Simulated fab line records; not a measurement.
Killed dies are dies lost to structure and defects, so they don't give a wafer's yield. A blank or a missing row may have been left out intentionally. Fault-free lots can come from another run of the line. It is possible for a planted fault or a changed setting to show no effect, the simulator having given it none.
fab line records    flow berkeley_cmos170
record: lots: 14  wafers: 42  last_day: 12
route steps=331 shown ACTIVE@76 NVT@110 GATE@136
lots that met no fault: from a run of the same line without faults
start_h: hours from the record's first day to the start of the lot's first wafer shown    wait_h: time in hours since the lot's previous step    " repeats the value in the row above    L1.1+2: a single row standing in for several wafers    - either no value or no given start    * or withheld: withheld    < > ~ a bound
route shown NAME@n: NAME is a module with steps in the file, n the number in the route of the first one    usual: the fault-free wafers' mean and standard deviation    same: alike in all rows    chamber/n: place in a boat    sites: per-site readings    _std_site: the values' standard deviation    _edge_site: the outer-site mean with the inner-site mean subtracted    radius_mm: for every site, how far away it sits from the centre of the wafer    mask NAME#n: copy n    behind: the most recent tool/chamber to have shaped the wafer    hold: what put the lot on hold/how long, in hours/how the hold closed    device: whichever transistor did not switch (one of n, p or np)    end of line: at the end of the route, the tests of the same wafers    a step with no rows: only its recipe    killed: not the wafer's yield, but the dies lost to structure and defects at the first sort    map: a wafer's dies, x killed, . not, _ none there
set.NAME: the setting the step ran with; set.NAME@STEP: the setting that earlier step ran with    model.NAME: the simulator's own value behind a step, which no gauge read
one table for each step of the route and one row for each wafer, over a sample of lots
services: from which hour (start_h, from the record's first day; less than 0 if before it) a tool's chamber was out of use, for how many hours, and why
== steps ==
step: UCB170_ACTIVE_STRIP_16
recipe: chemistry: O2  power_w: 400  pressure_mtorr: 3500  platen_temp_c: withheld  o2_flow_sccm: 400  overash_fraction: 0.5
usual: drypump_motor_current_A: 5.46/0.26  oes_product_au: 0.721/0.0047  strip_time_to_endpoint_s: 18.09/0.1
lot.wafer  tool             chamber  start_h  wait_h  drypump_motor_current_A  oes_product_au  rf_hours_counter_h  strip_time_to_endpoint_s
L972.4     plasma_asher-03  0        80.76    0.1     5.18                     0.725           -                   18.12
L972.5     "                0        "        "       5.20                     0.733           -                   18.12
L972.6     "                1        "        "       5.52                     0.714           -                   18.19
L973.1     plasma_asher-01  1        85.81    0.1     5.25                     0.725           38                  18.21
L973.3     "                0        "        "       5.70                     0.721           -                   18.15
L973.4     "                1        "        "       5.25                     0.716           -                   18.20
L982.3     plasma_asher-03  0        133.63   0.1     5.19                     0.726           -                   17.95
L982.4     "                1        "        "       5.48                     0.723           -                   17.95
L982.6     "                0        "        "       5.21                     0.729           -                   18.01
L980.2     plasma_asher-03  0        133.83   0.1     5.17                     0.720           41                  18.07
L980.4     "                1        "        "       5.51                     0.722           -                   18.12
L980.5     "                0        "        "       5.18                     0.718           -                   18.12
L983.2     plasma_asher-03  0        143.06   0.1     5.16                     0.729           42                  18.00
L983.5     "                0        "        "       5.17                     0.715           -                   18.02
L983.6     "                1        "        "       5.50                     0.723           -                   18.15
L984.2     plasma_asher-03  1        143.30   0.1     5.51                     0.728           42                  17.97
L984.5     "                1        "        "       5.49                     0.724           -                   17.94
L984.6     "                0        "        "       5.21                     0.726           -                   17.91
L985.1     plasma_asher-03  0        151.48   0.1     5.17                     0.722           44                  18.21
L985.3     "                0        "        "       5.20                     0.716           -                   18.13
L985.6     "                1        "        "       5.49                     0.719           -                   18.25
L986.1     plasma_asher-01  1        151.83   0.1     5.24                     0.717           47                  18.10
L986.2     "                0        "        "       5.75                     0.724           47                  18.09
L986.6     "                0        "        "       5.75                     0.721           -                   18.05
L987.1     plasma_asher-03  0        152.07   0.1     5.21                     0.725           44                  18.05
L987.3     "                1        "        "       5.49                     0.723           -                   18.13
L987.6     "                1        "        "       5.49                     0.719           -                   18.18
L988.1     plasma_asher-01  0        161.61   0.1     5.69                     0.721           48                  18.06
L988.5     "                0        "        "       5.70                     0.726           -                   17.94
L988.6     "                1        "        "       5.24                     0.718           -                   17.94
L989.2     plasma_asher-03  0        161.71   0.1     5.20                     0.720           45                  17.97
L989.4     "                1        "        "       5.54                     0.715           -                   18.15
L989.5     "                1        "        "       5.51                     0.721           -                   18.00
L991.2     plasma_asher-03  0        175.42   0.1     5.23                     0.725           46                  18.06
L991.4     "                1        "        "       5.49                     0.723           -                   17.98
L991.6     "                1        "        "       5.49                     0.716           -                   18.00
L993.2     plasma_asher-01  1        188.61   0.1     5.24                     0.723           51                  18.29
L993.4     "                1        "        "       5.23                     0.724           -                   18.17
L993.5     "                1        "        "       5.25                     0.727           -                   18.26
L994.2     plasma_asher-03  1        188.72   0.1     5.50                     0.724           47                  18.04
L994.3     "                1        "        "       5.51                     0.717           -                   17.96
L994.6     "                1        "        "       5.50                     0.721           -                   18.04
step: UCB170_NVT_OVL_MEAS_06
usual: NVT_OVL: -9/5.2
lot.wafer  tool        chamber  start_h  wait_h  NVT_OVL[nm]
L972.4     overlay-01  -        106.63   -       -12
L972.5     "           -        "        "       -6
L972.6     "           -        "        "       -9
L973.1     overlay-02  -        116.72   -       -17
L973.3     "           -        "        "       -16
L973.4     "           -        "        "       -19
L980.2     overlay-01  -        161.63   -       -8
L980.4     "           -        "        "       -9
L980.5     "           -        "        "       -13
L982.3     overlay-02  -        161.74   -       -5
L982.4     "           -        "        "       -1
L982.6     "           -        "        "       -3
L984.2     overlay-02  -        173.23   -       -1
L984.5     "           -        "        "       -12
L984.6     "           -        "        "       -6
L983.2     overlay-01  -        173.38   -       -8
L983.5     "           -        "        "       -22
L983.6     "           -        "        "       -5
L987.1     overlay-01  -        180.96   -       -6
L987.3     "           -        "        "       -18
L987.6     "           -        "        "       -10
L986.1     overlay-02  -        180.97   -       -11
L986.2     "           -        "        "       -9
L986.6     "           -        "        "       -6
L985.1     overlay-01  -        181.24   -       -11
L985.3     "           -        "        "       -14
L985.6     "           -        "        "       -9
L989.2     overlay-01  -        190.76   -       -17
L989.4     "           -        "        "       -8
L989.5     "           -        "        "       -7
L988.1     overlay-02  -        190.87   -       -13
L988.5     "           -        "        "       -7
L988.6     "           -        "        "       -8
L991.2     overlay-02  -        211.12   -       -13
L991.4     "           -        "        "       -13
L991.6     "           -        "        "       -10
L994.2     overlay-01  -        223.05   -       -9
L994.3     "           -        "        "       -12
L994.6     "           -        "        "       -15
L993.2     overlay-02  -        223.33   -       -9
L993.4     "           -        "        "       -8
L993.5     "           -        "        "       -8
step: UCB170_NVT_TW_MEAS_09
usual: NVT_TW: 521/3.5
lot.wafer  tool           chamber  start_h  wait_h  NVT_TW
L972.4     film_metro-02  -        106.93   0.1     521
L972.5     "              -        "        "       523
L972.6     "              -        "        "       522
L973.1     film_metro-03  -        117.01   0.1     524
L973.3     "              -        "        "       521
L973.4     "              -        "        "       523
L980.2     film_metro-02  -        161.92   0.1     522
L980.4     "              -        "        "       525
L980.5     "              -        "        "       520
L982.3     film_metro-03  -        162.03   0.1     516
L982.4     "              -        "        "       516
L982.6     "              -        "        "       515
L984.2     film_metro-03  -        173.52   0.1     515
L984.5     "              -        "        "       514
L984.6     "              -        "        "       513
L983.2     film_metro-02  -        173.67   0.1     523
L983.5     "              -        "        "       524
L983.6     "              -        "        "       524
L987.1     film_metro-03  -        181.25   0.1     515
L987.3     "              -        "        "       516
L987.6     "              -        "        "       516
L986.1     film_metro-02  -        181.26   0.1     525
L986.2     "              -        "        "       522
L986.6     "              -        "        "       522
L985.1     film_metro-03  -        181.53   0.1     518
L985.3     "              -        "        "       514
L985.6     "              -        "        "       514
L989.2     film_metro-01  -        191.05   0.1     521
L989.4     "              -        "        "       518
L989.5     "              -        "        "       521
L988.1     film_metro-03  -        191.15   0.1     519
L988.5     "              -        "        "       517
L988.6     "              -        "        "       512
L991.2     film_metro-01  -        211.41   0.1     526
L991.4     "              -        "        "       523
L991.6     "              -        "        "       523
L994.2     film_metro-01  -        223.34   0.1     521
L994.3     "              -        "        "       524
L994.6     "              -        "        "       523
L993.2     film_metro-01  -        223.62   0.1     523
L993.4     "              -        "        "       521
L993.5     "              -        "        "       520
step: UCB170_GATE_PEB_10
recipe: peb_temp_c: 130  peb_time_s: withheld  resist: KrF
usual: chill_plate_temp_C: 23.03/0.11  exhaust_pa: 45.0/0.79  plate_temp_C: 130.01/0.14
lot.wafer  tool            chamber  start_h  wait_h  chill_plate_temp_C  exhaust_pa  plate_temp_C
L972.4     litho_track-01  0        121.90   0.1     22.94               46.5        130.06
L972.5     "               0        "        "       23.10               44.7        130.15
L972.6     "               0        "        "       23.15               44.7        130.03
L973.1     litho_track-02  0        128.13   0.1     23.01               46.3        130.12
L973.3     "               0        "        "       23.16               47.6        129.90
L973.4     "               0        "        "       23.08               44.8        130.05
L980.2     litho_track-03  -        177.79   0.3     -                   -           -
L980.4     "               -        "        "       -                   -           -
L980.5     "               -        "        "       -                   -           -
L982.3     litho_track-01  -        178.01   0.4     -                   -           -
L982.4     "               -        "        "       -                   -           -
L982.6     "               -        "        "       -                   -           -
L983.2     litho_track-01  0        184.83   0.1     23.00               45.3        130.10
L983.5     "               0        "        "       23.01               43.6        130.29
L983.6     "               0        "        "       23.04               44.4        130.04
L984.2     litho_track-01  0        185.11   0.1     22.89               44.4        129.79
L984.5     "               0        "        "       22.94               44.9        130.01
L984.6     "               0        "        "       22.94               45.1        129.70
L985.1     litho_track-01  0        193.11   0.4     23.23               44.8        130.01
L985.3     "               0        "        "       23.08               45.1        129.95
L985.6     "               0        "        "       23.09               46.1        129.99
L986.1     litho_track-03  0        193.23   0.4     23.12               45.6        129.94
L986.2     "               0        "        "       23.01               46.1        130.14
L986.6     "               0        "        "       23.12               45.4        130.07
L987.1     litho_track-03  0        193.50   0.6     22.83               44.6        130.00
L987.3     "               0        "        "       22.89               44.4        129.88
L987.6     "               0        "        "       22.91               44.3        129.89
L989.2     litho_track-03  0        203.82   0.3     22.98               44.7        130.04
L989.4     "               0        "        "       22.84               44.6        130.23
L989.5     "               0        "        "       22.95               44.4        130.01
L988.1     litho_track-02  0        203.85   0.1     23.10               46.0        129.97
L988.5     "               0        "        "       22.97               46.0        130.04
L988.6     "               0        "        "       23.09               45.5        130.09
L991.2     litho_track-01  0        226.51   0.1     22.91               45.2        129.96
L991.4     "               0        "        "       22.88               45.9        129.92
L991.6     "               0        "        "       23.12               45.5        130.00
L993.2     litho_track-03  0        237.98   0.1     23.04               45.5        129.69
L993.4     "               0        "        "       22.98               45.2        129.96
L993.5     "               0        "        "       23.09               45.6        130.08
L994.2     litho_track-01  0        238.22   0.1     23.24               43.6        130.20
L994.3     "               0        "        "       22.95               44.5        130.31
L994.6     "               0        "        "       23.25               45.3        130.13
== services ==
tool             chamber  start_h  hours  kind
plasma_asher-01  -        85.99    0.4    repair
== key ==
first_sign: step: UCB170_GATE_PEB_10  reading: tool_record  direction: missing
effect none on later readings
met_at UCB170_GATE_PEB_10
struck_lots L980,L982
later_rows_left_out L980.2,L980.4,L980.5,L982.3,L982.4,L982.6
sort_left_out L980.2,L980.4,L980.5,L982.3,L982.4,L982.6
tester_left_out L980,L982
not_acting_at UCB170_ACTIVE_STRIP_16,UCB170_NVT_OVL_MEAS_06,UCB170_NVT_TW_MEAS_09
onset_between 121.90 177.79
fault: kind: skipped_step_whole  tool: litho_track-01,litho_track-03  chamber: -  onset_h: 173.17  steps: UCB170_GATE_PEB_10  scope: struck_lots_only
tester_left_out: of these lots the tester's yield and bins aren't shown, on N5 and GAA mostly nor the transistor test; their killed dies are dies lost to structure and defects alone, not to doping, threshold or leakage, so they don't give the yield
sort_left_out: the simulated sort isn't trusted on such a fault, so these wafers' sort isn't shown, and their yield isn't known
later_rows_left_out: the simulator's readings of these wafers behind a module that went badly wrong aren't trusted and aren't shown, but for the sort
